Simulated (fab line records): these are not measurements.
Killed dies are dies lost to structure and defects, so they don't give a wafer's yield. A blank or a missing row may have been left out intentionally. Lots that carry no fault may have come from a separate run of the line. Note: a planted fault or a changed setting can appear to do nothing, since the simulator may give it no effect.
Struck lot and sound lot, side by side ; flow berkeleyCmos170 ; 16 steps out of a route of 331
Sound: these wafers, L778.1, L778.3, L778.6. Struck: wafers L791.2, L791.5, L791.6. The cause comes at the end.
Order at every step that has rows: each side's tool, ch and its chambers, its first start. Under that, the readings that differ: sound wafers ; struck wafers ; difference of the means ; sigmas: that difference in standard deviations of wafers without a fault.
alike: same words and numbers on both sides, and readings whose means sit less than 2 such deviations apart. not compared: any withheld reading, any reading some wafer has no value for, any bound like >300 that may hide the same value, and any number with overlapping values for which the record gives no deviation.
The two part at a step that has a row with sigmas, a row that says differs or no value, or rows on one side only. Numbers that have no deviation but don't overlap get no sigmas and don't part them. A reading that every wafer of one side lacks parts them only if that side has two wafers or more.

first, 1 step without rows for these wafers: UCB170_M2_SOFTBAKE_06 (time 60 s).
UCB170_M2_STRIP_07: strips in O2.
  sound on plasmaAsher-03 ch 0,1, day 9 21:11; struck on plasmaAsher-03 ch 0,1, day 12 21:09
  alike: drypumpMotorCurrentA, oesProductAu, stripTimeToEndpointS
  not compared: rfHoursCounterH
then, 3 steps without rows for these wafers: UCB170_M2_STRIP_08 (strips KrF in DMSO, time 600 s); UCB170_M2_COAT_09; UCB170_M2_COAT_10 (resist thk 900 nm).
UCB170_M2_SOFTBAKE_11: time 61.37 s.
  sound: lithoTrack-02 ch 0; struck: lithoTrack-01 ch 0
  alike: plateSensorTCentreC, plateSensorTEdgeC, softbakeTempC
then, 3 steps without rows for these wafers: UCB170_M2_EXPOSE_12 (exposes mask METAL2, target cd 700 nm); UCB170_M2_PEB_13; UCB170_M2_DEVELOP_14 (develop time 45 s).
UCB170_M2_CD_MEAS_15: target cd 700 nm.
  sound on cdSem-01, day 9 22:32; struck on cdSem-01, day 12 22:19
  alike: cdNm
UCB170_M2_OVL_MEAS_16:
  sound on overlay-02, day 9 22:39; struck on overlay-02, day 12 22:25
  alike: M2_OVL
UCB170_M2_ETCH_17: etches BARC in N2/H2.
  sound on rieDiel-04 ch 0,2,3, day 9 22:41; struck on rieDiel-01 ch 0,1,2, day 12 22:27
  alike: biasW, chamberPressureMTorr, drypumpMotorCurrentA, h2FlowSccm, oesProductAu, throttleValvePct
UCB170_M2_METAL_ETCH_18: etches Al in Cl2/BCl3, stops on SiO2, target depth 1170 nm, time 195 s.
  sound on rieMetal-01 ch 0,1, day 9 22:44; struck on rieMetal-02 ch 0,1, day 12 22:29
  no value came back on the struck wafers for any of 5 readings (bcl3FlowSccm (sccm), biasW (W) and others); on the sound wafers bcl3FlowSccm (sccm) reads 45.04 45.21 45.12
reading;sound;struck;difference;sigmas
model.KrF_of_M2_COAT_10.thkNm (nm);203.6 224 215.4;889.2 887.3 889.6;+674.4;
model.SiO2_of_V1_CVD_00.thkNm (nm);937.3 937.2 937.3;993.6 996.1 994.1;+57.3;
model.M2.cdNm (nm);698.2 700.6 698.1;702.4 702 702.4;+3.3;
  not compared: rfHoursCounterH
UCB170_M2_STRIP_19: strips in O2.
  sound on plasmaAsher-03 ch 0,1, day 9 22:55; struck on plasmaAsher-03 ch 0,1, day 12 22:41
reading;sound;struck;difference;sigmas
oesProductAu (a.u.);0.532 0.550 0.546;0.725 0.729 0.722;+0.183;+8
  alike: drypumpMotorCurrentA
  not compared: rfHoursCounterH
UCB170_M2_CD_MEAS_90: target cd 700 nm.
  sound on cdSem-02, day 9 23:01; struck on cdSem-02, day 12 22:48
reading;sound;struck;difference;sigmas
cdNm (nm);698 700 698;- - -;no value on the struck wafers;
UCB170_M3_PROBE_99:
  rows exist in the record for the struck wafers here (prober-01, day 13 04:08), but not for the sound ones

== WHERE THEY PART ==
Last at UCB170_M3_PROBE_99 as far as this record goes, first at UCB170_M2_METAL_ETCH_18.

WHY: what had been put in by the simulator
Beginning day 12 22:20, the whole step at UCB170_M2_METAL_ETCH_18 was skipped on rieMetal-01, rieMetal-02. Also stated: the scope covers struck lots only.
